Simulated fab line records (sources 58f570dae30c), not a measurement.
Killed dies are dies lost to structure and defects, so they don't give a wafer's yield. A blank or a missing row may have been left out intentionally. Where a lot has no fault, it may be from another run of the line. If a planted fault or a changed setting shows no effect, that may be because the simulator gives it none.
fab line records	flow berkeleyCmos170
record: lots: 5	wafers: 15	lastDay: 13
route steps=331 shown CONTACT@220 M1@238
lots that met no fault: from a run of the same line without faults
startH: hours from the record's opening day to when the first of the lot's shown wafers began	waitH: hours elapsed since this lot's preceding step	" as in the row above	L1.1+2: one row covering several wafers at once	- either no value or no given start	* or withheld: withheld	< > ~ a bound
route shown NAME@n: a module of which the file shows steps, and the number in the route of the first	usual: mean and standard deviation over wafers with no fault	same: alike in all rows	chamber/n: place in a boat	sites: readings site by site	_std_site: standard deviation of those values	_edge_site: mean of outer sites minus mean of inner sites	radiusMm: how far each site lies from the wafer's centre	mask NAME#n: copy n	behind: the tool/chamber that last shaped the wafer	hold: reason for holding the lot/hours on hold/outcome of the hold	device: transistor that didn't switch, given as n, p or np	end of line: at the end of the route, the tests of the same wafers	a step given without rows: its recipe and nothing more	killed: dies lost to structure and defects at the first sort, not the wafer's yield	map: a wafer's dies, marking killed ones x, the rest . and places with no die _
set.NAME: the setting the step ran with; set.NAME@STEP: the setting that earlier step ran with	model.NAME: the simulator's own value behind a step, which no gauge read
lots seen at some steps along the route; tables by step, rows by wafer
services: from which hour (startH, from the record's first day; less than 0 if before it) a tool's chamber was out of use, for how many hours, and why
== steps ==
step: UCB170_CONTACT_COAT_04
recipe: resist: KrF	spinRpm: 1500	resistThkNm: 900
lot.wafer	tool	chamber	startH	waitH
L076.1+2+3	lithoTrack-02	0	189.71	0.1
L078.1+4+6	lithoTrack-04	0	191.08	0.1
L079.1+4+5	lithoTrack-03	0	220.52	0.1
L094.1+3+4	lithoTrack-03	0	290.49	0.1
L093.1+4+6	lithoTrack-02	0	291.95	0.1
step: UCB170_CONTACT_SOFTBAKE_05
recipe: resist: KrF	tempC: 130	timeS: 60
lot.wafer	tool	chamber	startH	waitH
L076.1+2+3	lithoTrack-02	0	189.86	0.1
L078.1+4+6	lithoTrack-04	0	191.23	0.1
L079.1+4+5	lithoTrack-03	0	220.67	0.1
L094.1+3+4	lithoTrack-03	0	290.64	0.1
L093.1+4+6	lithoTrack-02	0	292.10	0.1
step: UCB170_CONTACT_STRIP_06
recipe: chemistry: O2	powerW: 400	pressureMtorr: 3500	platenTempC: withheld	o2FlowSccm: 400	overashFraction: 0.5
usual: drypumpMotorCurrentA: 5.8/0.53	oesProductAu: 0.734/0.005	stripTimeToEndpointS: 22.02/0.067
lot.wafer	tool	chamber	startH	waitH	drypumpMotorCurrentA	oesProductAu	rfHoursCounterH	stripTimeToEndpointS
L076.1	plasmaAsher-04	0	190.01	0.1	6.4	0.728	7	22.02
L076.2	"	1	"	"	5.9	0.738	7	22.02
L076.3	"	1	"	"	5.9	0.733	-	21.95
L078.1	plasmaAsher-04	1	191.38	0.1	5.9	0.736	7	21.90
L078.4	"	1	"	"	5.9	0.740	-	21.97
L078.6	"	0	"	"	6.4	0.734	-	21.95
L079.1	plasmaAsher-01	1	220.82	0.1	5.6	0.725	47	22.08
L079.4	"	1	"	"	5.6	0.737	-	22.05
L079.5	"	0	"	"	6.4	0.728	-	22.01
L094.1	plasmaAsher-04	0	290.79	0.1	6.4	0.735	17	22.08
L094.3	"	1	"	"	5.9	0.735	-	22.10
L094.4	"	0	"	"	6.4	0.745	-	22.15
L093.1	plasmaAsher-04	0	292.25	0.1	6.4	0.744	17	22.07
L093.4	"	1	"	"	5.9	0.737	-	22.07
L093.6	"	1	"	"	5.9	0.732	-	22.07
step: UCB170_CONTACT_CLEAN_07
recipe: chemistry: SPM	tempC: 120	timeS: 600
usual: bathGuardTempC: 120.1/0.55
lot.wafer	tool	chamber	startH	waitH	bathGuardTempC
L076.1	wetBench-04	1	190.11	0.1	120.1
L076.2	"	1	"	"	120.2
L076.3	"	1	"	"	120.3
L078.1	wetBench-02	2	191.53	0.1	119.8
L078.4	"	2	"	"	119.8
L078.6	"	2	"	"	119.5
L079.1	wetBench-04	0	221.04	0.2	120.4
L079.4	"	0	"	"	120.0
L079.5	"	0	"	"	120.2
L094.1	wetBench-02	1	291.53	0.7	119.2
L094.3	"	1	"	"	119.4
L094.4	"	1	"	"	119.9
L093.1	wetBench-02	1	292.43	0.1	119.7
L093.4	"	1	"	"	119.6
L093.6	"	1	"	"	119.4
step: UCB170_CONTACT_RTA_08
recipe: tempC: 900	timeS: 10	ambient: N2
usual: lampPowerPct: 17.8/0.36	wafer_temp_C_max: 904.1/1.2
lot.wafer	tool	chamber	startH	waitH	lampPowerPct	wafer_temp_C_max
L076.1	rtpAnneal-01	0	190.29	0.0	17.5	902.4
L076.2	"	0	"	"	17.5	903.5
L076.3	"	0	"	"	17.5	902.5
L078.1	rtpAnneal-02	0	191.71	0.0	18.2	906.1
L078.4	"	0	"	"	18.2	904.5
L078.6	"	0	"	"	18.2	905.0
L079.1	rtpAnneal-01	0	221.21	0.0	17.5	903.6
L079.4	"	0	"	"	17.4	903.9
L079.5	"	0	"	"	17.5	903.0
L094.1	rtpAnneal-01	0	291.70	0.0	17.5	903.5
L094.3	"	0	"	"	17.5	902.3
L094.4	"	0	"	"	17.5	904.3
L093.1	rtpAnneal-01	0	292.60	0.0	17.5	902.2
L093.4	"	0	"	"	17.5	903.2
L093.6	"	0	"	"	17.5	902.7
step: UCB170_CONTACT_COAT_09
recipe: resist: BARC	tempC: withheld	timeS: withheld	spinRpm: 3000	resistThkNm: withheld
lot.wafer	tool	chamber	startH	waitH
L076.1+2+3	lithoTrack-04	0	190.35	0.1
L078.1+4+6	lithoTrack-03	0	191.77	0.1
L079.1+4+5	lithoTrack-02	0	221.28	0.1
L094.1+3+4	lithoTrack-04	0	291.91	0.2
L093.1+4+6	lithoTrack-02	0	292.98	0.4
step: UCB170_CONTACT_COAT_10
recipe: resist: KrF	spinRpm: 1500	resistThkNm: 900
lot.wafer	tool	chamber	startH	waitH
L076.1+2+3	lithoTrack-04	0	-	-
L078.1+4+6	lithoTrack-03	0	-	-
L079.1+4+5	lithoTrack-02	0	-	-
L094.1+3+4	lithoTrack-04	0	-	-
L093.1+4+6	lithoTrack-02	0	-	-
step: UCB170_CONTACT_SOFTBAKE_11
recipe: resist: KrF	tempC: 130	timeS: 60
lot.wafer	tool	chamber	startH	waitH
L076.1+2+3	lithoTrack-04	0	-	-
L078.1+4+6	lithoTrack-03	0	-	-
L079.1+4+5	lithoTrack-02	0	-	-
L094.1+3+4	lithoTrack-04	0	-	-
L093.1+4+6	lithoTrack-02	0	-	-
step: UCB170_CONTACT_EXPOSE_12
recipe: maskId: CONT	targetCdNm: 700	na: 0.5	sigmaOuter: 0.6	sourceShape: conventional	doseMj: 35
usual: reticleTempC: 22.98/0.093
same: sigmaOuter: 0.6
lot.wafer	tool	chamber	startH	waitH	mask	reticleTempC
L076.1	krfScanner-02	0	190.93	-	CONT#0	23.05
L076.2	"	0	"	"	CONT#0	23.08
L076.3	"	0	"	"	CONT#0	23.22
L078.1	krfScanner-02	0	192.22	-	CONT#0	23.06
L078.4	"	0	"	"	CONT#0	22.90
L078.6	"	0	"	"	CONT#0	22.90
L079.1	krfScanner-01	0	221.73	-	CONT#0	22.95
L079.4	"	0	"	"	CONT#0	23.01
L079.5	"	0	"	"	CONT#0	22.96
L094.1	krfScanner-02	0	292.48	-	CONT#0	22.96
L094.3	"	0	"	"	CONT#0	23.02
L094.4	"	0	"	"	CONT#0	23.06
L093.1	krfScanner-02	0	293.43	-	CONT#0	22.80
L093.4	"	0	"	"	CONT#0	22.89
L093.6	"	0	"	"	CONT#0	22.96
step: UCB170_CONTACT_PEB_13
recipe: pebTempC: 130	pebTimeS: withheld	resist: KrF
lot.wafer	tool	chamber	startH	waitH
L076.1+2+3	lithoTrack-02	0	191.04	0.1
L078.1+4+6	lithoTrack-03	0	192.67	0.4
L079.1+4+5	lithoTrack-04	0	222.08	0.3
L094.1+3+4	lithoTrack-04	0	292.92	0.4
L093.1+4+6	lithoTrack-03	0	293.54	0.1
step: UCB170_CONTACT_DEVELOP_14
recipe: developer: TMAH	developTimeS: 45	resist: KrF	devTempC: 21
lot.wafer	tool	chamber	startH	waitH
L076.1+2+3	lithoTrack-02	0	-	-
L078.1+4+6	lithoTrack-03	0	-	-
L079.1+4+5	lithoTrack-04	0	-	-
L094.1+3+4	lithoTrack-04	0	-	-
L093.1+4+6	lithoTrack-03	0	-	-
step: UCB170_CONTACT_CD_MEAS_15
recipe: targetCdNm: 700
usual: cdNm: 700.1/1.6
lot.wafer	tool	chamber	startH	waitH	cdNm
L076.1	cdSem-02	-	191.32	-	698.3
L076.2	"	-	"	"	698.5
L076.3	"	-	"	"	698.5
L078.1	cdSem-01	-	192.95	-	699.9
L078.4	"	-	"	"	700.1
L078.6	"	-	"	"	698.7
L079.1	cdSem-02	-	222.36	-	700.0
L079.4	"	-	"	"	700.1
L079.5	"	-	"	"	701.2
L094.1	cdSem-02	-	293.19	-	698.0
L094.3	"	-	"	"	699.4
L094.4	"	-	"	"	698.7
L093.1	cdSem-02	-	293.82	-	699.8
L093.4	"	-	"	"	699.6
L093.6	"	-	"	"	700.1
step: UCB170_CONTACT_OVL_MEAS_16
usual: CONTACT_OVL: -1/5.2
lot.wafer	tool	chamber	startH	waitH	CONTACT_OVL[nm]
L076.1	overlay-02	-	191.44	0.1	0
L076.2	"	-	"	"	0
L076.3	"	-	"	"	-9
L078.1	overlay-02	-	193.07	0.1	0
L078.4	"	-	"	"	4
L078.6	"	-	"	"	3
L079.1	overlay-01	-	222.48	0.1	-6
L079.4	"	-	"	"	1
L079.5	"	-	"	"	-1
L094.1	overlay-01	-	293.31	0.1	4
L094.3	"	-	"	"	0
L094.4	"	-	"	"	-1
L093.1	overlay-02	-	293.94	0.1	8
L093.4	"	-	"	"	4
L093.6	"	-	"	"	6
step: UCB170_CONTACT_ETCH_17
recipe: chemistry: N2/H2	targetDepthA: withheld	overetchA: withheld	target: BARC	timeS: withheld	sourceW: 500	biasW: 100	pressureMtorr: 30	n2FlowSccm: 100	h2FlowSccm: 200
usual: drypumpMotorCurrentA: 5.9/0.37	oesProductAu: 0.999/0.02	throttleValvePct: 13.31/0.15
lot.wafer	tool	chamber	startH	waitH	drypumpMotorCurrentA	oesProductAu	throttleValvePct
L076.1	rieDiel-03	3	191.47	0.0	6.0	1.032	13.28
L076.2	"	2	"	"	6.4	0.973	13.45
L076.3	"	0	"	"	5.6	0.966	13.53
L078.1	rieDiel-02	1	193.10	0.0	5.8	0.974	13.54
L078.4	"	0	"	"	5.4	1.013	13.19
L078.6	"	0	"	"	5.4	1.015	13.20
L079.1	rieDiel-04	0	222.51	0.0	5.7	1.022	13.44
L079.4	"	3	"	"	6.3	0.991	13.35
L079.5	"	0	"	"	5.8	1.005	13.45
L094.1	rieDiel-03	0	293.35	0.0	5.7	0.982	13.52
L094.3	"	1	"	"	5.4	0.987	13.20
L094.4	"	3	"	"	6.0	1.034	13.27
L093.1	rieDiel-04	1	293.97	0.0	6.6	1.018	13.30
L093.4	"	3	"	"	6.3	0.994	13.37
L093.6	"	1	"	"	6.6	1.012	13.31
step: UCB170_CONTACT_ETCH_18
recipe: chemistry: CHF3/CF4/Ar	target: PSG	stopOn: TiSi2	CHF3_flow_sccm: 45	cf4FlowSccm: 15	Ar_flow_sccm: 150	pressureMtorr: 200	rfW: 700	targetDepthA: 8400	overEtchFrac: 0.2	timeS: 195
usual: drypumpMotorCurrentA: 5.9/0.37	mfcArSccm: 150.0/0.46	oesProductAu: 0.890/0.018	throttleValvePct: 6.92/0.097
lot.wafer	tool	chamber	startH	waitH	drypumpMotorCurrentA	mfcArSccm	oesProductAu	rfHoursCounterH	throttleValvePct
L076.1	rieDiel-03	3	-	-	6.0	150.1	0.902	1	6.84
L076.2	"	2	"	"	6.4	150.1	0.878	128	7.04
L076.3	"	0	"	"	5.6	150.6	0.868	37	6.98
L078.1	rieDiel-02	1	-	-	5.7	150.1	0.850	61	6.94
L078.4	"	0	"	"	5.4	150.9	0.901	8	6.79
L078.6	"	0	"	"	5.4	150.9	0.903	-	6.78
L079.1	rieDiel-04	0	-	-	5.7	150.0	0.922	110	6.96
L079.4	"	3	"	"	6.3	149.3	0.888	49	7.08
L079.5	"	0	"	"	5.7	150.2	0.912	-	6.98
L094.1	rieDiel-03	0	-	-	5.6	149.9	0.862	42	6.98
L094.3	"	1	"	"	5.5	150.7	0.890	96	6.88
L094.4	"	3	"	"	6.0	149.3	0.891	5	6.81
L093.1	rieDiel-04	1	-	-	6.5	150.3	0.917	66	6.92
L093.4	"	3	"	"	6.3	150.5	0.895	52	7.08
L093.6	"	1	"	"	6.6	150.5	0.902	-	6.91
step: UCB170_CONTACT_STRIP_19
recipe: chemistry: O2	powerW: 400	pressureMtorr: 3500	platenTempC: withheld	o2FlowSccm: 400	overashFraction: 0.5
usual: drypumpMotorCurrentA: 5.8/0.54	oesProductAu: 0.726/0.0049
lot.wafer	tool	chamber	startH	waitH	drypumpMotorCurrentA	oesProductAu	rfHoursCounterH
L076.1	plasmaAsher-01	0	191.64	-	6.5	0.713	44
L076.2	"	1	"	"	5.6	0.726	44
L076.3	"	1	"	"	5.6	0.732	-
L078.1	plasmaAsher-03	0	193.27	-	4.9	0.718	52
L078.4	"	0	"	"	4.9	0.720	-
L078.6	"	0	"	"	4.9	0.721	-
L079.1	plasmaAsher-03	0	222.68	-	4.9	0.726	55
L079.4	"	1	"	"	5.3	0.716	-
L079.5	"	1	"	"	5.3	0.729	-
L094.1	plasmaAsher-01	0	293.52	-	6.4	0.727	55
L094.3	"	1	"	"	5.6	0.733	-
L094.4	"	0	"	"	6.4	0.722	-
L093.1	plasmaAsher-04	1	294.14	-	5.9	0.728	18
L093.4	"	1	"	"	5.9	0.720	-
L093.6	"	0	"	"	6.4	0.728	-
step: UCB170_CONTACT_CD_MEAS_90
recipe: targetCdNm: 700
usual: cdNm: 700.5/1.6
lot.wafer	tool	chamber	startH	waitH	cdNm
L076.1	cdSem-02	-	191.74	0.1	699.5
L076.2	"	-	"	"	699.8
L076.3	"	-	"	"	699.3
L078.1	cdSem-02	-	193.37	0.1	699.9
L078.4	"	-	"	"	700.9
L078.6	"	-	"	"	699.1
L079.1	cdSem-02	-	222.87	0.2	701.2
L079.4	"	-	"	"	700.6
L079.5	"	-	"	"	702.7
L094.1	cdSem-01	-	293.62	0.1	697.5
L094.3	"	-	"	"	699.7
L094.4	"	-	"	"	699.5
L093.1	cdSem-02	-	294.24	0.1	699.4
L093.4	"	-	"	"	699.8
L093.6	"	-	"	"	700.4
step: UCB170_CONTACT_CLEAN_20
recipe: chemistry: SPM	tempC: 120	timeS: 600
usual: bathGuardTempC: 120.0/0.56
lot.wafer	tool	chamber	startH	waitH	bathGuardTempC
L076.1	wetBench-04	3	191.86	0.1	121.2
L076.2	"	3	"	"	120.9
L076.3	"	3	"	"	120.7
L078.1	wetBench-04	3	193.49	0.1	121.0
L078.4	"	3	"	"	120.9
L078.6	"	3	"	"	121.0
L079.1	wetBench-04	1	222.99	0.1	120.1
L079.4	"	1	"	"	119.8
L079.5	"	1	"	"	119.9
L094.1	wetBench-02	2	293.74	0.1	119.6
L094.3	"	2	"	"	119.6
L094.4	"	2	"	"	119.7
L093.1	wetBench-02	0	294.36	0.1	119.6
L093.4	"	0	"	"	119.9
L093.6	"	0	"	"	119.8
step: UCB170_M1_SPUTTER_00
recipe: material: Al	targetThkNm: 600	timeS: 80	powerW: 6000	chamberPressurePa: 0.5
usual: throttleValvePct: 29.8/0.91
lot.wafer	tool	chamber	startH	waitH	throttleValvePct
L076.1	pvdSputter-01	-	192.04	0.0	29.2
L076.2	"	-	"	"	28.5
L076.3	"	-	"	"	29.9
L078.1	pvdSputter-04	-	193.67	0.0	29.7
L078.4	"	-	"	"	28.8
L078.6	"	-	"	"	30.4
L079.1	pvdSputter-01	-	223.17	0.0	29.1
L079.4	"	-	"	"	30.1
L079.5	"	-	"	"	28.8
L094.1	pvdSputter-01	-	293.91	0.0	29.2
L094.3	"	-	"	"	31.2
L094.4	"	-	"	"	29.8
L093.1	pvdSputter-04	-	294.54	0.0	30.5
L093.4	"	-	"	"	30.2
L093.6	"	-	"	"	29.5
== services ==
tool	chamber	startH	hours	kind
rieDiel-03	2	175.45	9.5	repair
krfScanner-01	-	180.35	1.3	pm
krfScanner-01	-	239.87	1.0	pm
krfScanner-01	-	247.61	3.6	pm
krfScanner-02	-	255.96	7.2	pm
rieDiel-04	3	260.38	18.0	repair
krfScanner-01	-	263.16	0.8	pm
krfScanner-02	-	264.61	1.0	pm
krfScanner-02	-	265.61	0.8	pm
plasmaAsher-03	-	275.16	2.8	pm
krfScanner-02	-	280.56	1.3	pm
== key ==
fault none
